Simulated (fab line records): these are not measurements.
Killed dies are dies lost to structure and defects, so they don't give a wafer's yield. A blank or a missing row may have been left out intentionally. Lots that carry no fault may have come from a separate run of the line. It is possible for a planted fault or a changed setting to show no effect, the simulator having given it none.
A lot that was struck, set against a sound lot / flow berkeley cmos170 / 31 out of 331 route steps
Sound: these wafers, L257.2, L257.4, L257.6. Struck: wafers L264.1, L264.2, L264.3. The cause comes at the end.
At each step with rows: each side's tool, then ch and its chambers, then its first start. Under that, the readings that differ: sound wafers / struck wafers / difference of the means / sigmas: that difference in standard deviations of wafers without a fault.
alike: readings whose means differ by less than 2 such deviations, and words and numbers that are the same on both sides. not compared: withheld readings, readings that some wafer has no value for, bounds like >300 that may hide the same value, and numbers for which the record gives no deviation and whose values overlap.
A row with sigmas, a row that says differs or no value, or rows on one side alone: a step with any of these is where the two part. Non-overlapping numbers with no deviation appear without sigmas and do not part them. A reading missing from all wafers of one side parts the sides only when that side holds two or more wafers.

first, 6 steps without rows for these wafers: UCB170_V2_HMDS_06 (prime time 60 s); UCB170_V2_COAT_07 (resist thk 900 nm); UCB170_V2_SOFTBAKE_08 (time 60 s); UCB170_V2_EXPOSE_09 (exposes mask VIA2, target cd 700 nm); UCB170_V2_PEB_10; UCB170_V2_DEVELOP_11 (develop time 45 s).
UCB170_V2_CD_MEAS_12: the cd target is 700 nm.
  sound on cd sem-01, day 8 13:12; struck on cd sem-02, day 9 19:35
  alike: cd nm
UCB170_V2_OVL_MEAS_13:
  sound on overlay-02, day 8 13:19; struck on overlay-01, day 9 19:43
  alike: V2_OVL
UCB170_V2_ETCH_14: etches SiO2 in CHF3/CF4/Ar, stops on Al, target depth 1250 nm, time 291 s.
  sound on rie diel-04 ch 0,1,2, day 8 13:20; struck on rie diel-04 ch 0,2,3, day 9 19:45
  alike: drypump motor current A, oes product au, throttle valve pct
  not compared: rf hours counter h
UCB170_V2_STRIP_15: strips in O2.
  sound on plasma asher-02 ch 0, day 8 13:31; struck on plasma asher-02 ch 0,1, day 9 19:55
  alike: drypump motor current A, o2 flow sccm, oes product au, strip time to endpoint s
  not compared: rf hours counter h
UCB170_V2_CD_MEAS_90: the cd target is 700 nm.
  sound on cd sem-01, day 8 13:38; struck on cd sem-02, day 9 20:01
  alike: cd nm
then, 1 step without rows for these wafers: UCB170_M3_PRE_CLEAN_00 (preclean etch time 60 s).
UCB170_M3_SPUTTER_01: material Al, target thk 900 nm, time 120 s.
  sound on pvd sputter-03, day 8 13:48; struck on pvd sputter-02, day 9 20:28
  alike: throttle valve pct
UCB170_M3_RS_MEAS_02: a four-point-probe measurement.
  sound on film metro-02, day 8 13:55; struck on film metro-02, day 9 20:32
reading=M3_AL_RS (ohm/sq); sound=0.0320 0.0321 0.0321; struck=0.0164 0.0161 0.0161; difference=-0.0159; sigmas=-39
UCB170_M3_THK_MEAS_03: measures by xrf.
  sound on film metro-02, day 8 14:01; struck on film metro-02, day 9 20:40
reading=M3_AL_THK (nm); sound=927 924 929; struck=1805 1835 1836; difference=+899; sigmas=+75
then, 3 steps without rows for these wafers: UCB170_M3_HMDS_04 (prime time 60 s); UCB170_M3_COAT_05 (resist thk 900 nm); UCB170_M3_SOFTBAKE_06 (time 60 s).
UCB170_M3_STRIP_07: strips in O2.
  sound on plasma asher-04 ch 0,1, day 8 14:31; struck on plasma asher-03 ch 0,1, day 9 21:10
  alike: drypump motor current A, o2 flow sccm, oes product au, strip time to endpoint s
  not compared: rf hours counter h
then, 7 steps without rows for these wafers: UCB170_M3_STRIP_08 (strips KrF in DMSO, time 600 s); UCB170_M3_COAT_09; UCB170_M3_COAT_10 (resist thk 900 nm); UCB170_M3_SOFTBAKE_11 (time 60 s); UCB170_M3_EXPOSE_12 (exposes mask METAL3, target cd 700 nm); UCB170_M3_PEB_13; UCB170_M3_DEVELOP_14 (develop time 45 s).
UCB170_M3_CD_MEAS_15: the cd target is 700 nm.
  sound on cd sem-01, day 8 16:37; struck on cd sem-01, day 10 01:15
reading=cd nm (nm); sound=700.0 699.6 700.2; struck=703.8 703.7 703.5; difference=+3.7; sigmas=+3
UCB170_M3_OVL_MEAS_16:
  sound on overlay-02, day 8 16:43; struck on overlay-01, day 10 01:22
  alike: M3_OVL
UCB170_M3_ETCH_17: etches BARC in N2/H2.
  sound on rie diel-01 ch 1,2, day 8 16:45; struck on rie diel-04 ch 0,1,2, day 10 01:24
reading=drypump motor current A (A); sound=5.6 6.8 6.8; struck=5.7 5.4 5.0; difference=-1.0; sigmas=-2
  alike: oes product au, throttle valve pct
UCB170_M3_METAL_ETCH_18: etches Al in Cl2/BCl3, stops on SiO2, target depth 1170 nm, time 195 s.
  sound on rie metal-02 ch 0,1, day 8 16:47; struck on rie metal-04 ch 0, day 10 01:26
reading=drypump motor current A (A); sound=6.3 6.3 6.0; struck=5.2 5.1 5.1; difference=-1.1; sigmas=-2
reading=oes product au (a.u.); sound=0.836 0.841 0.854; struck=1.009 1.015 1.017; difference=+0.170; sigmas=+13
reading=throttle valve pct (%); sound=24.80 24.80 24.52; struck=23.97 23.98 23.97; difference=-0.73; sigmas=-3
reading=model.etch.depth nm (nm); sound=900.9 899.8 899.8; struck=1173 1170 1178; difference=+274; sigmas=
reading=model.M3.feature depth nm (nm); sound=958 956.9 957; struck=1173 1170 1178; difference=+216; sigmas=
  not compared: rf hours counter h
UCB170_M3_STRIP_19: strips in O2.
  sound on plasma asher-04 ch 1, day 8 16:59; struck on plasma asher-01 ch 0,1, day 10 01:49
  alike: drypump motor current A, o2 flow sccm, oes product au
  not compared: rf hours counter h

== WHERE THEY PART ==
At UCB170_M3_RS_MEAS_02 first; at UCB170_M3_METAL_ETCH_18 last (within this record only). Later steps at which nothing parts them and some readings are alike: UCB170_M3_STRIP_19.

WHY: the cause the simulator had injected
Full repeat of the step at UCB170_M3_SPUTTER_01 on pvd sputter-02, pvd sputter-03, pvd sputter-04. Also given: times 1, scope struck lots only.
